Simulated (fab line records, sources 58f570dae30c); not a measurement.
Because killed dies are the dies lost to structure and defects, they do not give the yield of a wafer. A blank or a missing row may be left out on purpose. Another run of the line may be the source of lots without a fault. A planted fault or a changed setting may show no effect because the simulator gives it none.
Which of the tools did it? ; flow berkeley-cmos170 ; 14 lots, 42 wafers sampled, at 1 step of a route of 331

== WHAT THE GAUGES SHOWED, per wafer ==
UCB170_NSD_TW_MEAS_10.
lot;measured;on;NSD_TW
L969;day 7 03:17;film-metro-01;4220 4222 4240
L973;day 7 03:24;film-metro-04;4190 4205 4171
L970;day 7 03:33;film-metro-03;4161 4168 4166
L972;day 7 03:38;film-metro-01;4231 4221 4208
L971;day 7 03:53;film-metro-03;4167 4158 4151
L974;day 7 16:04;film-metro-01;4216 4251 4220
L975;day 7 23:17;film-metro-03;4161 4149 4148
L978;day 8 20:29;film-metro-01;4192 4170 4208
L977;day 8 20:45;film-metro-03;4162 4132 4131
L987;day 10 12:25;film-metro-04;4182 4205 4170
L986;day 10 12:32;film-metro-03;4133 4131 4122
L990;day 10 12:55;film-metro-04;4184 4204 4205
L991;day 11 11:22;film-metro-03;4164 4168 4162
L992;day 12 00:06;film-metro-01;4197 4181 4180

== WHICH TOOL RAN EACH LOT (tool, then ch and the chambers of the sampled wafers, then the start) ==
No process step before these readings appears in the record.

== WHAT THE TOOLS THEMSELVES READ (means of the sampled wafers that have a number; where no wafer has one, the mark that the record gives instead) ==
The record holds no such reading with a usual standard deviation.

== THE ANSWER, worked out from the rows above alone ==
Rule: the usual values come from the lots themselves. Put in order of their means at a reading, lots are off if they are a third of the lots or fewer, leave a main group of 4 or more, and stand apart from it by a gap of 3 or more times the standard deviation of the main group's means; of several such gaps the widest counts. Not used: any main group whose means are identical at the precision the tables above print for the reading. A lot without any number at a reading at which 4 lots or more have one is off too. Any other lot the step has rows for is counted as sound. Order of review: gauges by route order, followed by the tools' own readings, for which a lot's mean as printed above is used. At the first step where some lot is off, the reading lying furthest off is the one used; lots without a number count as furthest.
Across all readings shown, no lot is off: no conclusion can be drawn from this.

== WHAT WAS PUT IN BY THE SIMULATOR ==
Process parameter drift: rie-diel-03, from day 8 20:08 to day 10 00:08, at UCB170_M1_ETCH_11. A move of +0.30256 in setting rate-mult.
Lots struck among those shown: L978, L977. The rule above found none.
